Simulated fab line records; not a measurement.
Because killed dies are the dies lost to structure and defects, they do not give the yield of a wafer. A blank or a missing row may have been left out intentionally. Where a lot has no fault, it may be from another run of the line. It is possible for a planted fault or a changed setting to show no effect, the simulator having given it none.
Which tool was responsible?	flow berkeleyCmos170	45 wafers from 15 lots sampled at 2 of the route's 331 steps

WHAT EACH GAUGE READ, for each wafer
UCB170_FIELD_THK_MEAS_91.
lot	measured	on	FIELD_OXIDE_LEFT_2_THK (nm)
L730	day 5 16:32	filmMetro-02	358 355 358
L731	day 6 01:38	filmMetro-01	351 370 361
L732	day 6 10:23	filmMetro-02	342 348 344
L734	day 6 17:32	filmMetro-02	363 364 369
L733	day 6 17:49	filmMetro-02	365 368 370
L736	day 7 00:43	filmMetro-04	360 356 356
L735	day 7 01:00	filmMetro-04	355 339 336
L737	day 7 06:12	filmMetro-04	344 353 350
L740	day 8 05:21	filmMetro-01	340 343 337
L747	day 9 19:34	filmMetro-02	403 407 406
L748	day 9 19:50	filmMetro-04	381 386 379
L746	day 9 20:15	filmMetro-01	393 394 392
L749	day 9 20:30	filmMetro-01	357 356 359
L751	day 10 10:44	filmMetro-02	368 365 357
L750	day 10 10:47	filmMetro-04	355 362 354

WHAT TOOL EACH LOT RAN ON (gives the tool, then ch and the chambers of the sampled wafers, and finally the start)
lot	UCB170_GATE_WET_ETCH_00
L730	wetBench-04 ch 2, day 5 16:28
L731	wetBench-04 ch 2, day 6 01:34
L732	wetBench-01 ch 0, day 6 10:17
L734	wetBench-04 ch 0, day 6 17:29
L733	wetBench-04 ch 2, day 6 17:45
L736	wetBench-04 ch 2, day 7 00:39
L735	wetBench-04 ch 3, day 7 00:55
L737	wetBench-04 ch 3, day 7 06:08
L740	wetBench-01 ch 1, day 8 05:16
L747	wetBench-03 ch 3, day 9 19:29
L748	wetBench-04 ch 3, day 9 19:46
L746	wetBench-04 ch 2, day 9 20:10
L749	wetBench-03 ch 1, day 9 20:26
L751	wetBench-03 ch 1, day 10 10:39
L750	wetBench-03 ch 0, day 10 10:43
- UCB170_GATE_WET_ETCH_00: etches SiO2 in dHF, time 200 s.

WHAT THE TOOLS THEMSELVES READ (means of the sampled wafers that have a number; where no wafer has one, the mark that the record gives instead)
UCB170_GATE_WET_ETCH_00.
lot	tool	bathHeatDutyPct (%)	runLengthS (s)
L730	wetBench-04	5.5	229.0
L731	wetBench-04	6.2	228.1
L732	wetBench-01	6.1	226.1
L734	wetBench-04	6.8	226.3
L733	wetBench-04	5.5	227.3
L736	wetBench-04	6.3	227.5
L735	wetBench-04	5.6	226.2
L737	wetBench-04	6.0	226.3
L740	wetBench-01	7.0	227.7
L747	wetBench-03	-	-
L748	wetBench-04	-	-
L746	wetBench-04	-	-
L749	wetBench-03	5.4	229.0
L751	wetBench-03	5.7	234.4
L750	wetBench-03	6.2	232.2

THE ANSWER, worked out from the rows above alone
Rule: the usual values come from the lots themselves. The widest of any qualifying gaps counts: lots, ordered by their means at a reading, are off when they make up no more than a third of the lots, leave a main group of 4 or more, and stand apart from it by 3 or more times the standard deviation of that group's means. A main group is skipped when, at the precision printed for the reading in the tables above, its means are all equal. A lot without any number at a reading at which 4 lots or more have one is off too. Where the step has rows for the other lots, those lots are counted as sound. Order of review: gauges by route order, followed by the tools' own readings, for which a lot's mean as printed above is used. The first step at which some lot is off is used, and at that step the reading that is off furthest; a lot without a number counts as furthest.
Off, at UCB170_GATE_WET_ETCH_00 on bathHeatDutyPct: L747, L748, L746. Without a number there: L747, L748, L746. Main group: mean 6.0 %, sd 0.49.
A tool fits if, at that step or a process step before it, it ran every lot that is off, and no sound lot after the first of them. Of those tried, none fits.

WHAT HAD BEEN PUT IN BY THE SIMULATOR
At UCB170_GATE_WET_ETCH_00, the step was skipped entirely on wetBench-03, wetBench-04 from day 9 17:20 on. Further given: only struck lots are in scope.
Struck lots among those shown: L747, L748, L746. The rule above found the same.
